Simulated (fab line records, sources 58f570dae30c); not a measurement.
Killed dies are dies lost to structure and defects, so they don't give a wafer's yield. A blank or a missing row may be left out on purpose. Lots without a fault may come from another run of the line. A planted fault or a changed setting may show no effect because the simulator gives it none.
A struck lot beside a sound one | flow berkeley_cmos170 | 15 steps out of a route of 331
Sound: wafers L607.1, L607.3, L607.4. Struck: wafers L609.3, L609.4, L609.6. The cause comes at the end.
At each step with rows: each side's tool, then ch and its chambers, then its first start. Under that, the readings that differ: sound wafers | struck wafers | difference of the means | sigmas: that difference in standard deviations of wafers without a fault.
alike: readings whose means differ by less than 2 such deviations, and words and numbers that are the same on both sides. not compared: withheld readings, readings that some wafer has no value for, bounds like >300 that may hide the same value, and numbers for which the record gives no deviation and whose values overlap.
The two part at a step that has a row with sigmas, a row that says differs or no value, or rows on one side only. Numbers that don't overlap but have no deviation are shown without sigmas and don't part them. A reading that every wafer of one side lacks parts them only if that side has two wafers or more.

UCB170_NSD_CD_MEAS_06: target cd 1200 nm.
  sound on cd_sem-02, day 8 11:00; struck on cd_sem-01, day 8 15:28
  alike: cd_nm
UCB170_NSD_OVL_MEAS_07:
  sound on overlay-01, day 8 11:07; struck on overlay-01, day 8 15:33
  alike: NSD_OVL
then, 1 step without rows for these wafers: UCB170_NSD_IMPLANT_08.
UCB170_NSD_STRIP_09: strips in O2.
  sound on plasma_asher-01 ch 0,1, day 8 11:18; struck on plasma_asher-02 ch 0,1, day 8 15:45
  alike: drypump_motor_current_A, oes_product_au, strip_time_to_endpoint_s
  not compared: rf_hours_counter_h
UCB170_NSD_TW_MEAS_10:
  sound on film_metro-01, day 8 11:24; struck on film_metro-02, day 8 15:50
  alike: NSD_TW
then, 4 steps without rows for these wafers: UCB170_NSD_CLEAN_11 (cleans in SPM, time 600 s); UCB170_BACKSIDE_HMDS_00 (prime time 60 s); UCB170_BACKSIDE_COAT_01 (resist thk 900 nm); UCB170_BACKSIDE_SOFTBAKE_02 (time 60 s).
UCB170_BACKSIDE_STRIP_03: strips in O2.
  sound on plasma_asher-04 ch 0,1, day 8 12:47; struck on plasma_asher-02 ch 0,1, day 8 16:35
  reading                     | sound       | struck      | difference | sigmas
  drypump_motor_current_A (A) | 5.3 5.5 5.2 | 6.4 6.1 6.4 | +1.0       | +2
  alike: oes_product_au, strip_time_to_endpoint_s
  not compared: rf_hours_counter_h
then, 1 step without rows for these wafers: UCB170_BACKSIDE_CLEAN_04 (cleans in SPM, time 600 s).
UCB170_SDANNEAL_RTA_00: time 10 s.
  sound on rtp_anneal-02 ch 0, day 8 13:08; struck on rtp_anneal-01 ch 0, day 8 16:51
  alike: lamp_power_pct, wafer_temp_C_max
UCB170_SDANNEAL_RTA_01: time 5 s.
  sound on rtp_anneal-02 ch 0, day 8 13:12; struck on rtp_anneal-01 ch 0, day 8 17:08
  reading            | sound          | struck         | difference | sigmas
  lamp_power_pct (%) | 36.2 36.2 36.2 | 37.7 37.7 37.7 | +1.5       | +2
  alike: wafer_temp_C_max
UCB170_SDANNEAL_RS_MEAS_02: measures by four-point-probe.
  sound on film_metro-01, day 8 13:16; struck on film_metro-02, day 8 17:13
  alike: PSD_RS
UCB170_M3_PROBE_99:
  the record has rows for the struck wafers here (prober-02, day 9 15:00) and none for the sound ones

WHERE THEY PART
First at UCB170_BACKSIDE_STRIP_03; last, within this record, at UCB170_M3_PROBE_99.

WHY: what the simulator had put in
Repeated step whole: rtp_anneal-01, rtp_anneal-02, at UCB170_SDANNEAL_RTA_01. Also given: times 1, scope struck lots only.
